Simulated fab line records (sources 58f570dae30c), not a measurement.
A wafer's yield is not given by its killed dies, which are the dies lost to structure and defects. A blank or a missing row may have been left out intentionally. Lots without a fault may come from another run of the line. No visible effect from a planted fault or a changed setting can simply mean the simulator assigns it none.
Split-lot study    flow berkeleyCmos170    27 wafers read across 5 lots, on a route 331 steps long

## ON THE SPLIT
At UCB170_START_OXIDATION_02 (target thk 20 nm, ox time 1800 s), the setting oxTimeS was moved away from the recipe's 1800 s on 24 of the 27 wafers read, by -41.6% to +30.5%. This setting was run at the recipe's value on the other wafers.

There is no step in the file separating the split from the reading.

## THE READING
At UCB170_START_THK_MEAS_03: START_OXIDE_THK, given in nm. On this fab line, fault-free wafers typically give 20.19 nm with a standard deviation of 0.26 nm.

wafer   tool, chamber at the split  oxTimeS as run, s  against the recipe  START_OXIDE_THK, nm  against lot-mates on the recipe
L076.1  -, -                        1141               -36.6%              15.21                no lot-mate on the recipe
L076.2  -, -                        1141               -36.6%              14.96                no lot-mate on the recipe
L076.3  -, -                        1141               -36.6%              14.68                no lot-mate on the recipe
L076.4  -, -                        1141               -36.6%              14.81                no lot-mate on the recipe
L076.5  -, -                        1141               -36.6%              14.86                no lot-mate on the recipe
L076.6  -, -                        1141               -36.6%              15.05                no lot-mate on the recipe
L078.1  -, -                        2349               +30.5%              23.92                no lot-mate on the recipe
L078.2  -, -                        2349               +30.5%              23.90                no lot-mate on the recipe
L078.3  -, -                        2349               +30.5%              24.04                no lot-mate on the recipe
L078.4  -, -                        2349               +30.5%              24.08                no lot-mate on the recipe
L078.5  -, -                        2349               +30.5%              23.63                no lot-mate on the recipe
L078.6  -, -                        2349               +30.5%              24.07                no lot-mate on the recipe
L080.1  -, -                        1051               -41.6%              14.26                no lot-mate on the recipe
L080.2  -, -                        1051               -41.6%              14.48                no lot-mate on the recipe
L080.3  -, -                        1051               -41.6%              14.55                no lot-mate on the recipe
L080.4  -, -                        1051               -41.6%              14.35                no lot-mate on the recipe
L080.5  -, -                        1051               -41.6%              14.42                no lot-mate on the recipe
L080.6  -, -                        1051               -41.6%              14.43                no lot-mate on the recipe
L082.1  -, -                        1488               -17.3%              17.82                no lot-mate on the recipe
L082.2  -, -                        1488               -17.3%              17.65                no lot-mate on the recipe
L082.3  -, -                        1488               -17.3%              17.91                no lot-mate on the recipe
L082.4  -, -                        1488               -17.3%              17.57                no lot-mate on the recipe
L082.5  -, -                        1488               -17.3%              17.90                no lot-mate on the recipe
L082.6  -, -                        1488               -17.3%              17.84                no lot-mate on the recipe
L085.2  furnace-04, 0               1800               recipe              19.94                -
L085.3  furnace-04, 0               1800               recipe              20.09                -
L085.5  furnace-04, 0               1800               recipe              20.44                -

THE FIT
A straight line over all 27 wafers: START_OXIDE_THK changes by +0.133 nm for each +1% of oxTimeS; r = +1.00; the points scatter about the line by 0.2 nm.
Too few moved wafers with a lot-mate on the recipe to fit a line net of each lot's own level.

## THE WHOLE CHAIN: every reading that the file lists as answering this split, in the file's order
step                       what it does                      reading                                                                            change (the file's fit)                r (the file's)
UCB170_START_OXIDATION_02  target thk 20 nm, ox time 1800 s  SiO2_of_START_OXIDATION_02.thkNm (the simulator's own value, which no gauge read)  +0.133 nm for each +1% of the setting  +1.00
UCB170_START_THK_MEAS_03                                     START_OXIDE_THK                                                                    +0.133 for each +1% of the setting     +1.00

## FILE'S OWN FIT
START_OXIDE_THK changes by +0.133 nm for each +1% of oxTimeS, r = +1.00.
